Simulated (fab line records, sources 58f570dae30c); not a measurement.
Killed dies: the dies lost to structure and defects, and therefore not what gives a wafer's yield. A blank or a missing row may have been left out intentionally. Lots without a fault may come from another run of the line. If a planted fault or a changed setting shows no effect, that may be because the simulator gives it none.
Which tool was responsible?	flow berkeley_cmos170	21 wafers from 7 lots sampled at 3 of the route's 331 steps

== WHAT EACH GAUGE READ, for each wafer ==
UCB170_WELLDRIVE_THK_MEAS_02.
lot	measured	on	WELLDRIVE_OXIDE_THK (nm)
L842	day 4 06:18	film_metro-01	203 201 201
L849	day 6 08:43	film_metro-03	219 217 219 219 217 219
L851	day 6 15:30	film_metro-01	203 198 203
L855	day 7 08:07	film_metro-04	196 196 196
L857	day 7 16:58	film_metro-03	193 195 194
L859	day 7 23:57	film_metro-04	207 201 201
L861	day 8 04:43	film_metro-04	205 202 201

== WHAT TOOL EACH LOT RAN ON (gives the tool, then ch and the chambers of the sampled wafers, and finally the start) ==
lot	UCB170_ZERO_ETCH_06	UCB170_WELLDRIVE_OXIDATION_01
L842	rie_diel-02 ch 1,2,3, day 2 12:20	furnace-02 ch 0, day 4 02:48
L849	rie_diel-04 ch 0,2,3, day 3 23:57	furnace-01 ch 0, day 6 05:13
L851	rie_diel-04 ch 1,2,3, day 4 12:41	furnace-02 ch 0, day 6 11:59
L855	rie_diel-03 ch 2,3, day 5 13:23	furnace-02 ch 0, day 7 04:36
L857	rie_diel-02 ch 1,2,3, day 5 23:37	furnace-02 ch 0, day 7 13:27
L859	rie_diel-03 ch 2,3, day 6 01:48	furnace-02 ch 0, day 7 20:27
L861	rie_diel-02 ch 0,3, day 6 09:32	furnace-02 ch 0, day 8 01:12
- UCB170_ZERO_ETCH_06: etches SiO2 in CHF3/CF4/Ar, time 12 s.
- UCB170_WELLDRIVE_OXIDATION_01: target thk 199 nm, ox time 9000 s.

== THE ANSWER, worked out from the rows above alone ==
Rule: the usual values come from the lots themselves. The widest of any qualifying gaps counts: lots, ordered by their means at a reading, are off when they make up no more than a third of the lots, leave a main group of 4 or more, and stand apart from it by 3 or more times the standard deviation of that group's means. If all means in a main group match to the digits the tables above print for the reading, that group is not used. Also off: a lot with no number at a reading for which 4 or more lots have one. Any other lot the step has rows for is counted as sound.
Off: at UCB170_WELLDRIVE_THK_MEAS_02 (WELLDRIVE_OXIDE_THK), L849. For the main group the mean is 200 nm and the standard deviation 3.5.
If a tool, at a process step before that reading, ran all the lots that are off and no sound lot after the first of them, it fits. Gauges at UCB170_WELLDRIVE_THK_MEAS_02: tried the same way as those tools. One fits: furnace-01 at UCB170_WELLDRIVE_OXIDATION_01. It ran no sound lot before its first lot that is off in this sample, so the start can't be narrowed down.

== WHAT THE SIMULATOR PUT IN ==
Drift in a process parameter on furnace-01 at UCB170_WELLDRIVE_OXIDATION_01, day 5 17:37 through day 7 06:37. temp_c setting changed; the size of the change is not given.
Struck lots among those shown: L849. The rule above reached the same finding.
